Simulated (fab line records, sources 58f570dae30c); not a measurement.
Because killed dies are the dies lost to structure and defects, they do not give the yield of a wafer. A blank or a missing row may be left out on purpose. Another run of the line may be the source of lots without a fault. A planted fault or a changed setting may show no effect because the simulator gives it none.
The tool behind it: which one? -- flow berkeley-cmos170 -- 13 lots with 39 wafers sampled at 6 steps, on a route of 331 steps

== WHAT THE GAUGES SHOWED, per wafer ==
UCB170_PWELL_THK_MEAS_06.
lot,measured,on,PWELL_NITRIDE_THK (nm)
L250,day 2 22:33,film-metro-03,221.0 217.9 219.4
L251,day 2 22:34,film-metro-01,218.0 220.1 219.4
L252,day 3 06:30,film-metro-03,221.0 221.8 220.7
L253,day 3 12:07,film-metro-01,221.2 223.8 225.0
L254,day 3 19:01,film-metro-01,221.2 221.8 222.5
L255,day 3 19:00,film-metro-03,220.0 218.6 220.1
L263,day 5 17:20,film-metro-04,188.9 188.3 188.3 188.9 188.2 188.4
L264,day 5 17:20,film-metro-03,188.2 188.4 187.9 188.5 188.4 187.5
L266,day 6 06:47,film-metro-01,222.1 220.9 219.8
L267,day 6 06:48,film-metro-03,219.4 218.2 218.5
L268,day 6 19:09,film-metro-01,218.1 218.6 218.3
L269,day 6 23:12,film-metro-03,222.0 220.1 219.4
L270,day 6 23:12,film-metro-04,216.7 217.6 218.2

UCB170_WELLDRIVE_THK_MEAS_02.
lot,measured,on,WELLDRIVE_OXIDE_THK (nm)
L250,day 3 09:46,film-metro-04,194 195 192
L251,day 3 09:47,film-metro-01,199 200 199
L252,day 3 18:57,film-metro-04,196 197 199
L253,day 3 23:11,film-metro-02,200 199 202
L254,day 4 08:05,film-metro-01,201 200 204
L255,day 4 08:04,film-metro-04,201 201 200
L263,day 6 12:38,film-metro-01,197 199 197
L264,day 6 11:23,film-metro-04,197 195 196
L266,day 6 19:26,film-metro-01,205 201 202
L267,day 6 19:31,film-metro-02,202 201 207
L268,day 7 07:48,film-metro-04,198 200 200
L269,day 7 11:19,film-metro-02,205 206 201
L270,day 7 11:17,film-metro-01,196 196 195

UCB170_PVT_OVL_MEAS_06.
lot,measured,on,PVT_OVL (nm)
L250,day 5 03:19,overlay-01,1 -2 7
L251,day 5 03:35,overlay-02,5 3 2
L252,day 5 10:50,overlay-02,9 11 4
L253,day 5 15:51,overlay-01,5 11 1
L254,day 6 09:49,overlay-01,1 -4 0
L255,day 6 08:58,overlay-02,-6 -10 -3
L263,day 8 00:58,overlay-02,-3 -6 -3
L264,day 7 23:29,overlay-02,2 1 8
L266,day 8 20:06,overlay-01,-4 -3 2
L267,day 8 19:30,overlay-02,4 7 0
L268,day 9 06:55,overlay-02,11 5 8
L269,day 9 15:37,overlay-02,1 6 8
L270,day 9 16:21,overlay-01,-6 -4 -4

== WHAT TOOL EACH LOT RAN ON (gives the tool, then ch and the chambers of the sampled wafers, and finally the start) ==
lot,UCB170_PWELL_CVD_05,UCB170_PWELL_ETCH_14,UCB170_ACTIVE_ETCH_15
L250,"lpcvd-01 ch 1, day 2 20:38","rie-diel-02 ch 2,3, day 3 00:28","rie-diel-03 ch 0,2,3, day 4 00:01"
L251,"lpcvd-01 ch 1, day 2 20:38","rie-diel-04 ch 0,1,2, day 3 00:25","rie-diel-02 ch 1,2,3, day 4 01:01"
L252,"lpcvd-01 ch 0, day 3 04:35","rie-diel-04 ch 2,3, day 3 08:16","rie-diel-03 ch 0,1,2, day 4 06:23"
L253,"lpcvd-01 ch 1, day 3 10:10","rie-diel-04 ch 0,1,3, day 3 13:01","rie-diel-03 ch 0,2,3, day 4 13:28"
L254,"lpcvd-01 ch 0, day 3 17:05","rie-diel-04 ch 2,3, day 3 20:58","rie-diel-03 ch 1,2, day 4 21:38"
L255,"lpcvd-01 ch 0, day 3 17:05","rie-diel-02 ch 0,1,2, day 3 21:10","rie-diel-01 ch 0,2,3, day 4 21:52"
L263,"lpcvd-01 ch 1, day 5 15:24","rie-diel-04 ch 0,1, day 5 21:46","rie-diel-02 ch 1,2, day 6 22:38"
L264,"lpcvd-01 ch 1, day 5 15:24","rie-diel-01 ch 1,2,3, day 6 01:18","rie-diel-03 ch 0,1,2, day 6 22:52"
L266,"lpcvd-02 ch 0, day 6 04:52","rie-diel-01 ch 1,2,3, day 6 09:34","rie-diel-01 ch 0,2,3, day 7 08:27"
L267,"lpcvd-02 ch 1, day 6 04:52","rie-diel-02 ch 1,2,3, day 6 10:07","rie-diel-02 ch 1,3, day 7 08:20"
L268,"lpcvd-02 ch 1, day 6 17:13","rie-diel-01 ch 1,2, day 6 21:10","rie-diel-01 ch 1,2,3, day 7 20:31"
L269,"lpcvd-02 ch 1, day 6 21:17","rie-diel-04 ch 0,1,3, day 7 00:16","rie-diel-01 ch 2,3, day 8 03:13"
L270,"lpcvd-02 ch 0, day 6 21:17","rie-diel-02 ch 0,2,3, day 7 00:08","rie-diel-02 ch 0,3, day 8 03:30"
- UCB170_PWELL_CVD_05: deposits Si3N4 from SiH2Cl2/NH3, target thk 220 nm, time 3300 s.
- UCB170_PWELL_ETCH_14: etches Si3N4 in CH3F/Ar/O2, stops on SiO2, target depth 242 nm, time 151 s.
- UCB170_ACTIVE_ETCH_15: etches Si3N4 in CH3F/Ar/O2, stops on SiO2, target depth 242 nm, time 151 s.

== AS READ BY THE TOOLS THEMSELVES (means over the sampled wafers that have a number; for cases with no such wafer, the mark the record gives instead) ==
UCB170_PWELL_CVD_05.
lot,tool,nh3-flow-sccm (sccm)
L250,lpcvd-01,74.95
L251,lpcvd-01,74.65
L252,lpcvd-01,74.60
L253,lpcvd-01,75.05
L254,lpcvd-01,74.75
L255,lpcvd-01,74.85
L263,lpcvd-01,60.37
L264,lpcvd-01,59.67
L266,lpcvd-02,74.72
L267,lpcvd-02,74.88
L268,lpcvd-02,75.05
L269,lpcvd-02,74.77
L270,lpcvd-02,74.87

UCB170_PWELL_ETCH_14.
lot,tool,drypump-motor-current-A (A),mfc-ar-sccm (sccm),oes-product-au (a.u.),throttle-valve-pct (%)
L250,rie-diel-02,5.6,49.80,0.923,8.03
L251,rie-diel-04,6.0,50.06,0.922,8.02
L252,rie-diel-04,6.0,50.26,0.922,8.14
L253,rie-diel-04,6.2,49.99,0.927,8.04
L254,rie-diel-04,5.9,50.01,0.932,8.13
L255,rie-diel-02,5.2,50.08,0.935,8.00
L263,rie-diel-04,5.9,50.11,0.845,7.99
L264,rie-diel-01,5.4,50.02,0.859,8.01
L266,rie-diel-01,5.5,50.11,0.939,8.03
L267,rie-diel-02,5.6,50.05,0.933,8.01
L268,rie-diel-01,5.6,49.82,0.924,8.08
L269,rie-diel-04,6.1,50.02,0.926,8.03
L270,rie-diel-02,5.2,49.80,0.919,8.03

UCB170_ACTIVE_ETCH_15.
lot,tool,drypump-motor-current-A (A),mfc-ar-sccm (sccm),oes-product-au (a.u.),throttle-valve-pct (%)
L250,rie-diel-03,5.5,50.10,0.957,8.09
L251,rie-diel-02,5.6,49.88,0.934,8.00
L252,rie-diel-03,5.8,49.99,0.939,8.04
L253,rie-diel-03,5.5,50.11,0.946,8.09
L254,rie-diel-03,6.1,50.01,0.941,8.00
L255,rie-diel-01,5.8,50.09,0.936,8.05
L263,rie-diel-02,5.2,49.80,0.943,7.95
L264,rie-diel-03,5.9,50.12,0.942,8.04
L266,rie-diel-01,5.8,50.03,0.936,8.04
L267,rie-diel-02,5.9,49.94,0.937,8.04
L268,rie-diel-01,5.4,49.91,0.937,8.02
L269,rie-diel-01,5.4,50.10,0.939,8.03
L270,rie-diel-02,5.6,50.02,0.904,8.08

== THE ANSWER, worked out from the rows above alone ==
Rule: usual is defined by the lots themselves. Put in order of their means at a reading, lots are off if they are a third of the lots or fewer, leave a main group of 4 or more, and stand apart from it by a gap of 3 or more times the standard deviation of the main group's means; of several such gaps the widest counts. Not used: any main group whose means are identical at the precision the tables above print for the reading. Also off: a lot with no number at a reading for which 4 or more lots have one. Any other lot the step has rows for is counted as sound. After the gauges, taken in route order, come the tools' own readings; for these a lot's mean is taken, as printed above. At the first step where some lot is off, the reading lying furthest off is the one used; lots without a number count as furthest.
Off: L263, L264, at UCB170_PWELL_THK_MEAS_06 (PWELL_NITRIDE_THK). The main group: mean 220.0 nm, standard deviation 1.6.
If a tool, at a process step before that reading, ran all the lots that are off and no sound lot after the first of them, it fits. The gauges at UCB170_PWELL_THK_MEAS_06 aren't tried: what is off there is off at UCB170_PWELL_CVD_05 too, on other tools, and a gauge's error can't cause that. One fits: UCB170_PWELL_CVD_05 on lpcvd-01. A fault onset in the window from L254 (day 3 17:05, its last sound lot) to L263 (day 5 15:24, its first lot off) fits.
On the lots that are off, the tool's own readings at UCB170_PWELL_CVD_05 differ by more than 5 times the standard deviation of the sound lots' means, which bears it out; nh3-flow-sccm reads 60.02 sccm there versus 74.83 sccm on the sound lots.

== WHAT THE SIMULATOR HAD INSERTED ==
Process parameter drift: lpcvd-01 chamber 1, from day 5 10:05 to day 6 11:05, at UCB170_PWELL_CVD_05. A move of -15 in setting nh3-flow-sccm, from 75. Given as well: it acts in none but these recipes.
Shown lots that were struck: L263, L264. This agrees with what the rule above found.
